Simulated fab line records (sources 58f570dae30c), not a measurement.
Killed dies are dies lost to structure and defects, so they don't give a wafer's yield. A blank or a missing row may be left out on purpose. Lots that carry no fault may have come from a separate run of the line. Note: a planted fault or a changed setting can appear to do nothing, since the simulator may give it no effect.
fab line records -- flow berkeley-cmos170
record: lots: 15, wafers: 45, last-day: 11
route steps=331 shown START@1 NWELL@14 PWELL@37
lots that met no fault: taken from a fault-free run of the same line
start-h: start of the lot's first displayed wafer, in hours after the record's first day -- wait-h: hours since the lot's step before -- " the same as in the row above -- L1.1+2: several wafers, shown together as one row -- - value missing, or start not given -- * or withheld: withheld -- < > ~ a bound
route shown NAME@n: a module of which the file shows steps, and the number in the route of the first -- usual: mean/standard deviation of fault-free wafers -- same: alike in all rows -- chamber/n: place in a boat -- sites: readings site by site -- _std_site: their standard deviation -- _edge_site: the outer-site mean with the inner-site mean subtracted -- radius-mm: for every site, how far away it sits from the centre of the wafer -- mask NAME#n: copy n -- behind: tool/chamber where the wafer was last shaped -- hold: cause of the lot's hold/its duration in hours/its outcome -- device: the n, p or np transistor that did not switch -- end of line: the same wafers' tests at the end of the route -- a step without rows: its recipe alone -- killed: the dies lost at the first sort to structure and to defects; this is not the yield of the wafer -- map: shows each die of a wafer: x if killed, . if not, _ if none is there
set.NAME: the setting as run; set.NAME@STEP: as run at that earlier step -- model.NAME: the simulator's own value behind a step, which no gauge read
one table for each step of the route and one row for each wafer, over a sample of lots
services: the hour from which a tool's chamber was out of use, counted from the record's first day as start-h (under 0 if before that day), plus the number of hours and why
== steps ==
step: UCB170_START_BOW_MEAS_00
recipe: mode: bow
usual: INCOMING_BOW: 1/6
lot.wafer,tool,chamber,start-h,wait-h,INCOMING_BOW[um]
L525.2,film-metro-01,-,15.02,-,-1
L525.4,film-metro-01,-,15.02,-,7
L525.5,film-metro-01,-,15.02,-,-6
L526.1,film-metro-02,-,20.00,-,-6
L526.2,film-metro-02,-,20.00,-,-1
L526.4,film-metro-02,-,20.00,-,-1
L527.1,film-metro-01,-,25.11,-,9
L527.2,film-metro-01,-,25.11,-,1
L527.5,film-metro-01,-,25.11,-,14
L528.1,film-metro-02,-,30.00,-,-5
L528.2,film-metro-02,-,30.00,-,-5
L528.6,film-metro-02,-,30.00,-,-7
L529.2,film-metro-02,-,35.02,-,0
L529.5,film-metro-02,-,35.02,-,-6
L529.6,film-metro-02,-,35.02,-,3
L530.1,film-metro-01,-,40.00,-,10
L530.4,film-metro-01,-,40.00,-,-3
L530.6,film-metro-01,-,40.00,-,-8
L536.1,film-metro-03,-,70.04,-,14
L536.4,film-metro-03,-,70.04,-,-9
L536.5,film-metro-03,-,70.04,-,1
L537.2,film-metro-01,-,75.02,-,0
L537.5,film-metro-01,-,75.02,-,8
L537.6,film-metro-01,-,75.02,-,2
L539.1,film-metro-02,-,85.00,-,-2
L539.3,film-metro-02,-,85.00,-,2
L539.4,film-metro-02,-,85.00,-,-1
L540.4,film-metro-03,-,90.06,-,5
L540.5,film-metro-03,-,90.06,-,1
L540.6,film-metro-03,-,90.06,-,-10
L542.2,film-metro-01,-,100.02,-,0
L542.4,film-metro-01,-,100.02,-,-1
L542.6,film-metro-01,-,100.02,-,-5
L544.2,film-metro-02,-,110.02,-,1
L544.4,film-metro-02,-,110.02,-,-5
L544.5,film-metro-02,-,110.02,-,0
L545.1,film-metro-01,-,115.00,-,4
L545.4,film-metro-01,-,115.00,-,6
L545.5,film-metro-01,-,115.00,-,0
L546.1,film-metro-01,-,120.00,-,0
L546.3,film-metro-01,-,120.00,-,3
L546.4,film-metro-01,-,120.00,-,18
L547.3,film-metro-02,-,125.04,-,4
L547.5,film-metro-02,-,125.04,-,3
L547.6,film-metro-02,-,125.04,-,-1
step: UCB170_NWELL_WET_ETCH_00
recipe: chemistry: dHF, dilution: 25:1, target: SiO2, temp-c: 25, time-s: 200
usual: bath-heat-duty-pct: 6.4/0.64, run-length-s: 227/3.6
lot.wafer,tool,chamber,start-h,wait-h,bath-heat-duty-pct,run-length-s
L525.2,wet-bench-02,2,23.63,0.1,5.7,228
L525.4,wet-bench-02,2,23.63,0.1,6.7,228
L525.5,wet-bench-02,2,23.63,0.1,5.7,228
L526.1,wet-bench-04,3,30.17,0.5,-,-
L526.2,wet-bench-04,3,30.17,0.5,-,-
L526.4,wet-bench-04,3,30.17,0.5,-,-
L527.1,wet-bench-02,2,32.86,0.1,-,-
L527.2,wet-bench-02,2,32.86,0.1,-,-
L527.5,wet-bench-02,2,32.86,0.1,-,-
L528.1,wet-bench-04,2,37.65,0.1,-,-
L528.2,wet-bench-04,2,37.65,0.1,-,-
L528.6,wet-bench-04,2,37.65,0.1,-,-
L529.2,wet-bench-01,1,43.93,0.4,6.1,232
L529.5,wet-bench-01,1,43.93,0.4,6.1,232
L529.6,wet-bench-01,1,43.93,0.4,6.7,232
L530.1,wet-bench-04,1,48.57,0.1,5.9,225
L530.4,wet-bench-04,1,48.57,0.1,6.7,225
L530.6,wet-bench-04,1,48.57,0.1,6.2,225
L536.1,wet-bench-04,1,83.33,0.3,5.3,225
L536.4,wet-bench-04,1,83.33,0.3,6.1,225
L536.5,wet-bench-04,1,83.33,0.3,7.0,225
L537.2,wet-bench-04,1,89.62,3.3,6.5,226
L537.5,wet-bench-04,1,89.62,3.3,6.2,226
L537.6,wet-bench-04,1,89.62,3.3,6.2,226
L539.1,wet-bench-02,3,93.00,0.1,5.3,225
L539.3,wet-bench-02,3,93.00,0.1,5.3,225
L539.4,wet-bench-02,3,93.00,0.1,6.1,225
L540.4,wet-bench-04,3,96.93,0.0,5.6,228
L540.5,wet-bench-04,3,96.93,0.0,5.8,228
L540.6,wet-bench-04,3,96.93,0.0,6.3,228
L542.2,wet-bench-01,1,113.61,0.1,6.4,225
L542.4,wet-bench-01,1,113.61,0.1,6.2,225
L542.6,wet-bench-01,1,113.61,0.1,5.8,225
L544.2,wet-bench-01,2,121.30,0.1,7.6,225
L544.4,wet-bench-01,2,121.30,0.1,6.6,225
L544.5,wet-bench-01,2,121.30,0.1,5.9,225
L545.1,wet-bench-01,2,129.88,0.1,6.2,223
L545.4,wet-bench-01,2,129.88,0.1,6.2,223
L545.5,wet-bench-01,2,129.88,0.1,6.1,223
L546.1,wet-bench-04,1,132.65,2.7,6.1,225
L546.3,wet-bench-04,1,132.65,2.7,6.2,225
L546.4,wet-bench-04,1,132.65,2.7,6.0,225
L547.3,wet-bench-01,2,138.73,0.0,6.7,225
L547.5,wet-bench-01,2,138.73,0.0,6.8,225
L547.6,wet-bench-01,2,138.73,0.0,6.0,225
step: UCB170_PWELL_THK_MEAS_03
recipe: reads: SiO2_of_PWELL_OXIDATION_02
usual: PWELL_OXIDE_THK: 26.1/0.5
lot.wafer,tool,chamber,start-h,wait-h,PWELL_OXIDE_THK[nm]
L525.2,film-metro-04,-,45.83,0.0,26.9
L525.4,film-metro-04,-,45.83,0.0,26.6
L525.5,film-metro-04,-,45.83,0.0,26.4
L529.2,film-metro-01,-,68.59,0.0,25.9
L529.5,film-metro-01,-,68.59,0.0,25.9
L529.6,film-metro-01,-,68.59,0.0,26.2
L530.1,film-metro-03,-,71.23,0.0,25.4
L530.4,film-metro-03,-,71.23,0.0,25.4
L530.6,film-metro-03,-,71.23,0.0,25.5
L536.1,film-metro-04,-,101.65,0.0,25.7
L536.4,film-metro-04,-,101.65,0.0,25.9
L536.5,film-metro-04,-,101.65,0.0,26.2
L537.2,film-metro-04,-,106.12,0.0,26.0
L537.5,film-metro-04,-,106.12,0.0,26.0
L537.6,film-metro-04,-,106.12,0.0,25.7
L539.1,film-metro-03,-,110.82,0.0,25.1
L539.3,film-metro-03,-,110.82,0.0,25.7
L539.4,film-metro-03,-,110.82,0.0,25.7
L540.4,film-metro-01,-,117.92,0.0,25.7
L540.5,film-metro-01,-,117.92,0.0,26.1
L540.6,film-metro-01,-,117.92,0.0,25.8
L542.2,film-metro-04,-,138.90,0.0,27.0
L542.4,film-metro-04,-,138.90,0.0,26.6
L542.6,film-metro-04,-,138.90,0.0,26.9
L544.2,film-metro-01,-,150.38,0.0,26.7
L544.4,film-metro-01,-,150.38,0.0,26.3
L544.5,film-metro-01,-,150.38,0.0,26.5
L546.1,film-metro-04,-,150.39,0.0,25.8
L546.3,film-metro-04,-,150.39,0.0,26.0
L546.4,film-metro-04,-,150.39,0.0,25.8
L545.1,film-metro-03,-,154.89,0.0,26.5
L545.4,film-metro-03,-,154.89,0.0,26.1
L545.5,film-metro-03,-,154.89,0.0,26.2
L547.3,film-metro-04,-,162.14,0.0,25.8
L547.5,film-metro-04,-,162.14,0.0,25.8
L547.6,film-metro-04,-,162.14,0.0,26.3
step: UCB170_PWELL_THK_MEAS_06
recipe: reads: Si3N4_of_PWELL_CVD_05
usual: PWELL_NITRIDE_THK: 218.7/2.2
lot.wafer,tool,chamber,start-h,wait-h,PWELL_NITRIDE_THK[nm]
L525.2,film-metro-01,-,54.98,0.0,221.6
L525.4,film-metro-01,-,54.98,0.0,219.3
L525.5,film-metro-01,-,54.98,0.0,217.1
L530.1,film-metro-01,-,77.01,0.0,218.0
L530.4,film-metro-01,-,77.01,0.0,218.1
L530.6,film-metro-01,-,77.01,0.0,218.1
L529.2,film-metro-04,-,77.02,0.0,218.0
L529.5,film-metro-04,-,77.02,0.0,218.3
L529.6,film-metro-04,-,77.02,0.0,218.2
L536.1,film-metro-03,-,106.15,0.0,218.3
L536.4,film-metro-03,-,106.15,0.0,219.2
L536.5,film-metro-03,-,106.15,0.0,218.4
L537.2,film-metro-03,-,111.10,0.0,218.0
L537.5,film-metro-03,-,111.10,0.0,215.2
L537.6,film-metro-03,-,111.10,0.0,216.0
L539.1,film-metro-04,-,117.17,0.0,218.3
L539.3,film-metro-04,-,117.17,0.0,218.9
L539.4,film-metro-04,-,117.17,0.0,219.1
L540.4,film-metro-01,-,128.02,0.0,216.8
L540.5,film-metro-01,-,128.02,0.0,216.5
L540.6,film-metro-01,-,128.02,0.0,218.3
L542.2,film-metro-03,-,144.61,0.0,219.2
L542.4,film-metro-03,-,144.61,0.0,221.0
L542.6,film-metro-03,-,144.61,0.0,220.5
L546.1,film-metro-03,-,158.44,0.0,218.0
L546.3,film-metro-03,-,158.44,0.0,218.0
L546.4,film-metro-03,-,158.44,0.0,218.3
L544.2,film-metro-01,-,158.45,0.0,217.4
L544.4,film-metro-01,-,158.45,0.0,215.4
L544.5,film-metro-01,-,158.45,0.0,217.5
L545.1,film-metro-01,-,161.76,0.0,221.2
L545.4,film-metro-01,-,161.76,0.0,219.9
L545.5,film-metro-01,-,161.76,0.0,219.3
L547.3,film-metro-01,-,167.99,0.0,219.5
L547.5,film-metro-01,-,167.99,0.0,217.3
L547.6,film-metro-01,-,167.99,0.0,218.3
== services ==
tool,chamber,start-h,hours,kind
wet-bench-01,-,48.39,1.9,pm
== key ==
first-sign: step: UCB170_NWELL_WET_ETCH_00, reading: tool-record, direction: missing
effect none on later readings
met-at UCB170_NWELL_WET_ETCH_00
struck-lots L526,L527,L528
later-rows-left-out L526.1,L526.2,L526.4,L527.1,L527.2,L527.5,L528.1,L528.2,L528.6
sort-left-out L526.1,L526.2,L526.4,L527.1,L527.2,L527.5,L528.1,L528.2,L528.6
tester-left-out L526,L527,L528
not-acting-at UCB170_START_BOW_MEAS_00,UCB170_PWELL_THK_MEAS_03,UCB170_PWELL_THK_MEAS_06
onset-between 23.63 30.17
fault: kind: skipped-step-whole, tool: wet-bench-02,wet-bench-04, chamber: -, onset-h: 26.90, steps: UCB170_NWELL_WET_ETCH_00, scope: struck-lots-only
tester-left-out: of these lots the tester's yield and bins aren't shown, on N5 and GAA mostly nor the transistor test; their killed dies are dies lost to structure and defects alone, not to doping, threshold or leakage, so they don't give the yield
sort-left-out: the simulated sort isn't trusted on such a fault, so these wafers' sort isn't shown, and their yield isn't known
later-rows-left-out: the simulator's readings of these wafers behind a module that went badly wrong aren't trusted and aren't shown, but for the sort
